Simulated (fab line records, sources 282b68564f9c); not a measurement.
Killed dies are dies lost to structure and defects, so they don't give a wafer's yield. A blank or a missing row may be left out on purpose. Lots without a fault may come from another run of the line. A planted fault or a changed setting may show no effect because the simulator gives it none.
Split-lot experiment | flow rit_cmos | 5 lots, 23 wafers read, on a route of 202 steps

THE SPLIT
At RIT_PWELL_IMPLANT_08, the setting dose_cm2 was moved away from the recipe's 7e+13 on 12 of the 23 wafers read, by -6.9% to +6.9%. The other wafers ran this setting at the recipe's value.

FROM THE SPLIT TO THE READING: what the file shows between them, 3 steps
- RIT_PWELL_STRIP_09: strips in O2, time 180 s
- RIT_PWELL_TW_MEAS_10
- RIT_WELLDRIVE_ANNEAL_00: time 14700 s

THE READING
PWELL_RS, in ohm/sq, at RIT_WELLDRIVE_RS_MEAS_02 (measures by four-point-probe). Fault-free wafers of this fab line usually give 430.3 ohm/sq, standard deviation 1.5 ohm/sq.

wafer  | tool, chamber at the split | dose_cm2 as run | against the recipe | PWELL_RS, ohm/sq | against lot-mates on the recipe
L074.1 | implanter-01, 0            | 7e+13           | recipe             | 429.8            | -
L074.2 | implanter-01, 0            | 6.582e+13       | -6.0%              | 445.5            | +15.6
L074.3 | implanter-01, 0            | 6.582e+13       | -6.0%              | 446.1            | +16.2
L074.5 | implanter-01, 0            | 7e+13           | recipe             | 430.0            | -
L074.6 | implanter-01, 0            | 6.582e+13       | -6.0%              | 445.5            | +15.6
L076.1 | implanter-02, 0            | 7e+13           | recipe             | 431.2            | -
L076.2 | implanter-02, 0            | 7e+13           | recipe             | 431.7            | -
L076.6 | implanter-02, 0            | 7e+13           | recipe             | 430.3            | -
L079.1 | implanter-01, 0            | 7e+13           | recipe             | 428.4            | -
L079.2 | implanter-01, 0            | 7e+13           | recipe             | 429.5            | -
L079.3 | implanter-01, 0            | 6.62e+13        | -5.4%              | 445.1            | +16.2
L079.4 | implanter-01, 0            | 6.62e+13        | -5.4%              | 444.2            | +15.2
L079.6 | implanter-01, 0            | 6.62e+13        | -5.4%              | 445.0            | +16.1
L080.2 | implanter-01, 0            | 7e+13           | recipe             | 428.5            | -
L080.3 | implanter-01, 0            | 7e+13           | recipe             | 430.0            | -
L080.4 | implanter-01, 0            | 7.483e+13       | +6.9%              | 413.7            | -15.6
L080.5 | implanter-01, 0            | 7.483e+13       | +6.9%              | 412.0            | -17.2
L080.6 | implanter-01, 0            | 7.483e+13       | +6.9%              | 412.3            | -16.9
L083.1 | implanter-01, 0            | 6.52e+13        | -6.9%              | 451.7            | +18.9
L083.2 | implanter-01, 0            | 6.52e+13        | -6.9%              | 451.4            | +18.6
L083.3 | implanter-01, 0            | 6.52e+13        | -6.9%              | 450.6            | +17.8
L083.4 | implanter-01, 0            | 7e+13           | recipe             | 432.0            | -
L083.6 | implanter-01, 0            | 7e+13           | recipe             | 433.6            | -

THE FIT
A straight line over all 23 wafers: PWELL_RS changes by -2.7 ohm/sq for each +1% of dose_cm2; r = -0.99; the points scatter about the line by 1.5 ohm/sq.
The same after taking each lot's own level away (the mean of its wafers on the recipe; 23 wafers): -2.6 ohm/sq for each +1%; r = -1.00; scatter 0.89 ohm/sq.
On that fit, the largest move of dose_cm2 shifts the reading by 18 ohm/sq.
The lots' own levels span 428.95 to 432.80 ohm/sq, that is 2.6 times the standard deviation above.
So the lot-to-lot level changes the slope little: the two slopes agree.
Check: with one of the wafers moved furthest among these (+6.9%) left out of the fit, the line predicts -17.9 ohm/sq for it against its lot-mates. It came out at -15.6 ohm/sq against them.

OTHER SPLITS ON THESE WAFERS
These wafers also went through other splits before the reading. Each is held against what the fit with the lots' levels taken away leaves over:
other split on the same wafers   | wafers away from the commonest value | r with PWELL_RS (lot level and that fit taken away)
RIT_ACTIVE_CVD_03 temp_c         | 5                                    | -0.32
RIT_ACTIVE_DEVELOP_10 dev_temp_c | 10                                   | +0.22
RIT_NWELL_COAT_01 spin_rpm       | 9                                    | -0.14
RIT_PWELL_COAT_01 spin_rpm       | 7                                    | -0.13

THE WHOLE CHAIN: every reading that the file lists as answering this split, in the file's order
step                     | what it does                 | reading  | change (the file's fit)           | r (the file's)
RIT_PWELL_TW_MEAS_10     |                              | PWELL_TW | +3.01 for each +1% of the setting | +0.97
RIT_WELLDRIVE_RS_MEAS_02 | measures by four-point-probe | PWELL_RS | -2.63 for each +1% of the setting | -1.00

THE FILE'S OWN FIT
PWELL_RS changes by -2.63 ohm/sq for each +1% of dose_cm2, r = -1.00.
